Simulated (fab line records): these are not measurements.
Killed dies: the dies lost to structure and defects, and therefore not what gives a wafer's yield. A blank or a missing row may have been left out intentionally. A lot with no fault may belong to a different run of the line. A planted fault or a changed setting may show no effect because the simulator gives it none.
2 desks, one fault -- flow berkeley_cmos170 -- what lay behind the numbers comes last; until then each desk has only its own

THE METROLOGY DESK
Means of the sampled wafers that have a number, per lot and without regard to the tool the lot ran on: this is what the gauges read. A lot is out of limits, marked OUT, if its mean lies more than 4 standard deviations from the usual mean; the brackets give that distance.
Columns: A = ACTIVE_NITRIDE_THK at UCB170_ACTIVE_THK_MEAS_06, usual 209.6 nm; B = CONTACT_OVL at UCB170_CONTACT_OVL_MEAS_16, usual -1 nm
lot,first seen here,A,B
L463,day 4 02:17,214.0,-9
L462,day 4 02:18,208.6,-2
L464,day 4 18:13,211.0,-4
L465,day 4 23:38,209.6,-14
L466,day 5 09:43,211.7,3
L469,day 5 17:31,211.5,-6
L470,day 6 03:14,210.8,-2
L475,day 7 00:17,403.7 (+99 or more) OUT,-
L477,day 7 07:39,208.8,-6
L480,day 7 16:36,209.6,7
L479,day 7 16:38,209.5,7
L481,day 8 05:46,207.3,-4
L482,day 8 05:46,208.5,-7
This desk's result: L475 out of limits, first on L475 (ACTIVE_NITRIDE_THK at UCB170_ACTIVE_THK_MEAS_06), day 7 00:17. L463, L462, L464, L465, L466, L469, L470, L477, L480, L479, L481, L482 stayed within limits.

TOOL OWNER'S DESK, lpcvd-02
The tool's own readings at UCB170_ACTIVE_CVD_05 (deposits Si3N4 from SiH2Cl2/NH3, target thk 220 nm, time 3150 s): means of the sampled wafers that have a number, for each lot that ran on this tool. A lot is out of limits, marked OUT, if its mean lies more than 4 standard deviations from the usual mean; the brackets give that distance.
Columns: A = spike_tc_centre_C at UCB170_ACTIVE_CVD_05, usual 802.2 C
lot,first seen here,A
L465,day 4 21:43,801.2
L469,day 5 15:35,801.9
L475,day 6 22:22,801.5
Result from this desk: across the 3 lots, nothing is out of limits.

BROUGHT TOGETHER
L475 would have let the metrology desk raise an alarm at day 7 00:17.
The desk of the tool owner found nothing out of limits.
The tool owner's desk has L475 on record, within its limits.
All the named lots went through UCB170_ACTIVE_CVD_05 on lpcvd-02.

WHAT THE SIMULATOR HAD PUT IN
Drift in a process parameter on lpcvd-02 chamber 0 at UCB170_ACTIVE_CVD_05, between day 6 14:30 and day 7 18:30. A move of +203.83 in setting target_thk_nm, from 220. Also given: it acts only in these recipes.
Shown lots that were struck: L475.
Delay in hours, fault start to first out-of-limits reading, per desk: metrology desk 10.
